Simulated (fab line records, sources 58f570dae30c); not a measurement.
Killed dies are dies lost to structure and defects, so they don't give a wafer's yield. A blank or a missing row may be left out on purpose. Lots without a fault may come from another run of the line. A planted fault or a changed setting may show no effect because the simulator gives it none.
Which tool did it? | flow berkeley_cmos170 | 13 lots, 39 wafers sampled, at 2 steps of a route of 331

WHAT THE GAUGES READ, wafer by wafer
UCB170_V1_THK_MEAS_01. Usual: V1_TEOS_THK 2007 nm, standard deviation 20.
lot  | measured     | on            | V1_TEOS_THK (nm) | flag
L727 | day 7 22:14  | film_metro-04 | 1994 2007 2031   |
L730 | day 8 18:14  | film_metro-04 | 2001 2035 2016   |
L729 | day 8 19:34  | film_metro-04 | 1989 2025 2011   |
L731 | day 8 19:34  | film_metro-02 | 1997 2003 2019   |
L732 | day 8 19:34  | film_metro-01 | 2034 2007 2043   |
L728 | day 8 20:55  | film_metro-01 | 2019 2020 2000   |
L735 | day 9 19:07  | film_metro-01 | 1985 1982 2000   |
L740 | day 10 04:14 | film_metro-02 | 1972 1978 1444   | OFF
L742 | day 10 22:32 | film_metro-01 | 2004 2034 1986   |
L743 | day 11 13:04 | film_metro-04 | 2008 2025 2027   |
L746 | day 12 08:11 | film_metro-02 | 2026 2035 2039   |
L748 | day 12 19:08 | film_metro-01 | 1972 1996 2021   |
L749 | day 12 19:08 | film_metro-02 | 1994 2013 2015   |

WHICH TOOL RAN EACH LOT (tool, then ch and the chambers of the sampled wafers, then the start)
lot  | UCB170_V1_CVD_00
L727 | pecvd-01 ch 0,1, day 7 22:04
L730 | pecvd-02 ch 0,1,2, day 8 18:04
L729 | pecvd-01 ch 0,2, day 8 19:24
L731 | pecvd-02 ch 0,1,2, day 8 19:24
L732 | pecvd-04 ch 0,2, day 8 19:24
L728 | pecvd-02 ch 0,1,2, day 8 20:49
L735 | pecvd-04 ch 0,1, day 9 18:56
L740 | pecvd-02 ch 0,1,2, day 10 04:01
L742 | pecvd-04 ch 0,2, day 10 22:22
L743 | pecvd-01 ch 1,2, day 11 12:49
L746 | pecvd-01 ch 1,2, day 12 07:59
L748 | pecvd-01 ch 0,1, day 12 18:58
L749 | pecvd-04 ch 1,2, day 12 18:58
- UCB170_V1_CVD_00: deposits SiO2 from TEOS/O2, target thk 2000 nm, time 250 s.

WHAT THE TOOLS THEMSELVES READ (means of the sampled wafers that have a number; where no wafer has one, the mark that the record gives instead)
UCB170_V1_CVD_00. Usual: heater_power_w 249 W, standard deviation 62; pressure_mtorr 9001 mTorr, standard deviation 19; run_length_s 277.8 s, standard deviation 0.61.
lot  | tool     | heater_power_w (W) | pressure_mtorr (mTorr) | run_length_s (s) | flag
L727 | pecvd-01 | 290                | 9017                   | 277.5            |
L730 | pecvd-02 | 243                | 8996                   | 277.8            |
L729 | pecvd-01 | 232                | 8991                   | 278.0            |
L731 | pecvd-02 | 222                | 8988                   | 277.5            |
L732 | pecvd-04 | 250                | 9008                   | 277.6            |
L728 | pecvd-02 | 224                | 9002                   | 277.6            |
L735 | pecvd-04 | 185                | 8991                   | 277.8            |
L740 | pecvd-02 | 230                | 8996                   | 254.2            | OFF
L742 | pecvd-04 | 227                | 9011                   | 278.0            |
L743 | pecvd-01 | 229                | 9004                   | 278.0            |
L746 | pecvd-01 | 269                | 9021                   | 278.6            |
L748 | pecvd-01 | 277                | 9001                   | 277.7            |
L749 | pecvd-04 | 217                | 9000                   | 277.8            |

THE ANSWER, worked out from the rows above alone
Rule: a lot is off if the mean of its wafers that have a number lies more than 3 standard deviations from the usual mean. A lot without any number at a reading at which 4 lots or more have one is off too. The other lots that the step has rows for count as sound. The gauges are gone through in route order, then the tools' own readings, and for those a lot's mean is taken as printed above. The first step at which some lot is off is used, and at that step the reading that is off furthest; a lot without a number counts as furthest.
Off: L740, at UCB170_V1_THK_MEAS_01 (V1_TEOS_THK).
A tool fits if, at a process step before that reading, it ran every lot that is off, and no sound lot after the first of them. The gauges at UCB170_V1_THK_MEAS_01 aren't tried: what is off there is off at UCB170_V1_CVD_00 too, on other tools, and a gauge's error can't cause that. One fits: pecvd-02 at UCB170_V1_CVD_00. Its last sound lot is L728 (day 8 20:49), its first lot that is off L740 (day 10 04:01): a fault that began between those two fits.
The tool's own readings at UCB170_V1_CVD_00 bear it out: on the lots that are off they differ by more than 5 times the standard deviation of the sound lots' means. run_length_s reads 254.2 s there against 277.8 s on the sound lots.

WHAT THE SIMULATOR HAD PUT IN
Process parameter drift: pecvd-02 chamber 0, from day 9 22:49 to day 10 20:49, at UCB170_V1_CVD_00. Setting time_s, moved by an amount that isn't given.
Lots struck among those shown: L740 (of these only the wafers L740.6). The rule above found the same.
